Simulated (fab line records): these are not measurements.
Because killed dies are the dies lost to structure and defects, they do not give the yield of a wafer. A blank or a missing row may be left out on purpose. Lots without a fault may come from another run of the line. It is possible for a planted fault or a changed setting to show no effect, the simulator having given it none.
The same fault as seen by 2 desks :: flow rit cmos :: each desk holds nothing but its own numbers, with what lay behind them at the end

FROM THE METROLOGY DESK
What the gauges read for every lot (on any tool): the sampled wafers with a number, averaged. If a lot's mean is further than 4 standard deviations from the usual mean, the lot is out of limits and carries the mark OUT (the distance appears in the brackets).
Columns: A = PSD_RS at RIT_SDANNEAL_RS_MEAS_04, usual 117.00 ohm/sq
lot: L552
first seen here: day 3 19:39
A: 117.00

lot: L553
first seen here: day 3 23:30
A: 116.96

lot: L554
first seen here: day 4 07:21
A: 117.45

lot: L556
first seen here: day 4 14:05
A: 117.06

lot: L557
first seen here: day 4 19:08
A: 116.77

lot: L559
first seen here: day 5 04:37
A: 116.87

lot: L560
first seen here: day 5 09:14
A: 116.84

lot: L561
first seen here: day 5 14:19
A: 117.05

lot: L562
first seen here: day 5 19:40
A: 116.91

lot: L563
first seen here: day 6 00:40
A: 116.49

lot: L566
first seen here: day 6 14:54
A: 117.30

lot: L570
first seen here: day 7 11:19
A: 118.65 (+5.7) OUT

lot: L571
first seen here: day 7 15:57
A: 119.03 (+7.0) OUT

lot: L572
first seen here: day 7 21:30
A: 117.08
This desk finds L570, L571 out of limits, with the earliest case on L570 at day 7 11:19 (PSD_RS at RIT_SDANNEAL_RS_MEAS_04). L552, L553, L554, L556, L557, L559, L560, L561, L562, L563, L566, L572 stayed within limits.

THE TOOL OWNER'S DESK: implanter-04
The tool's own readings at RIT_PSD_IMPLANT_08: means of the sampled wafers that have a number, for each lot that ran on this tool. If a lot's mean is further than 4 standard deviations from the usual mean, the lot is out of limits and carries the mark OUT (the distance appears in the brackets).
Columns: A = dose ions cm2 at RIT_PSD_IMPLANT_08, usual 5e+15; B = end station pressure torr at RIT_PSD_IMPLANT_08, usual 1.59e-05 Torr
lot: L552
first seen here: day 3 18:49
A: 5e+15
B: 1.64e-05

lot: L557
first seen here: day 4 18:18
A: 5e+15
B: 1.77e-05

lot: L559
first seen here: day 5 03:44
A: 5e+15
B: 1.73e-05

lot: L562
first seen here: day 5 18:52
A: 5e+15
B: 1.69e-05

lot: L566
first seen here: day 6 13:39
A: 5e+15
B: 1.69e-05

lot: L570
first seen here: day 7 10:28
A: 4e+15 (-99 or more) OUT
B: 1.56e-05

lot: L571
first seen here: day 7 15:08
A: 4e+15 (-99 or more) OUT
B: 1.58e-05
Finding of this desk: L570, L571 out of limits; the first was L570 at day 7 10:28, on dose ions cm2 at RIT_PSD_IMPLANT_08. L552, L557, L559, L562, L566 stayed within limits.

TAKEN TOGETHER
On L570, L571, at day 7 10:28, an alarm was possible from the tool owner's desk.
The metrology desk could have raised an alarm at day 7 11:19, on L570, L571.
RIT_PSD_IMPLANT_08 was run on implanter-04 by each of the lots named.

WHAT THE SIMULATOR HAD PUT IN
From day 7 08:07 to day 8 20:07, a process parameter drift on implanter-04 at RIT_PSD_IMPLANT_08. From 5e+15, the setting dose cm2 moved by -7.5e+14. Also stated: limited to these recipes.
Shown lots that were struck: L570, L571.
Hours from the fault's start to each desk's first reading out of limits: the tool owner's desk, 2; the metrology desk, 3.
